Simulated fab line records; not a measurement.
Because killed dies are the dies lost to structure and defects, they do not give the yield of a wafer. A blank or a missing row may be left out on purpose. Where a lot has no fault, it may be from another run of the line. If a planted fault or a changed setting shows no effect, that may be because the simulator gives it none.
Which tool is to blame? -- flow berkeleyCmos170 -- route of 331 steps, sampled at 1 step: 7 lots, 21 wafers

## WHAT THE GAUGES READ, wafer by wafer
UCB170_START_BOW_MEAS_00.
lot,measured,on,INCOMING_BOW (um)
L177,day 1 15:01,filmMetro-03,2 -6 0
L180,day 2 06:01,filmMetro-02,-2 3 7
L184,day 3 02:00,filmMetro-03,10 5 -3
L188,day 3 22:00,filmMetro-02,-2 0 3
L194,day 5 04:00,filmMetro-01,13 -6 -8
L197,day 5 19:00,filmMetro-01,-6 -8 4
L199,day 6 05:00,filmMetro-02,0 5 11

## WHICH TOOL RAN EACH LOT (tool, then ch and the chambers of the sampled wafers, then the start)
No process step before these readings appears in the record.

## THE ANSWER, worked out from the rows above alone
Rule: the usual values come from the lots themselves. Put in order of their means at a reading, lots are off if they are a third of the lots or fewer, leave a main group of 4 or more, and stand apart from it by a gap of 3 or more times the standard deviation of the main group's means; of several such gaps the widest counts. The tables above print the reading to a certain number of digits; a main group whose means all agree to those digits is not used. A lot without any number at a reading at which 4 lots or more have one is off too. The other lots that the step has rows for count as sound.
Across all readings shown, no lot is off: no conclusion can be drawn from this.

## WHAT WAS PUT IN BY THE SIMULATOR
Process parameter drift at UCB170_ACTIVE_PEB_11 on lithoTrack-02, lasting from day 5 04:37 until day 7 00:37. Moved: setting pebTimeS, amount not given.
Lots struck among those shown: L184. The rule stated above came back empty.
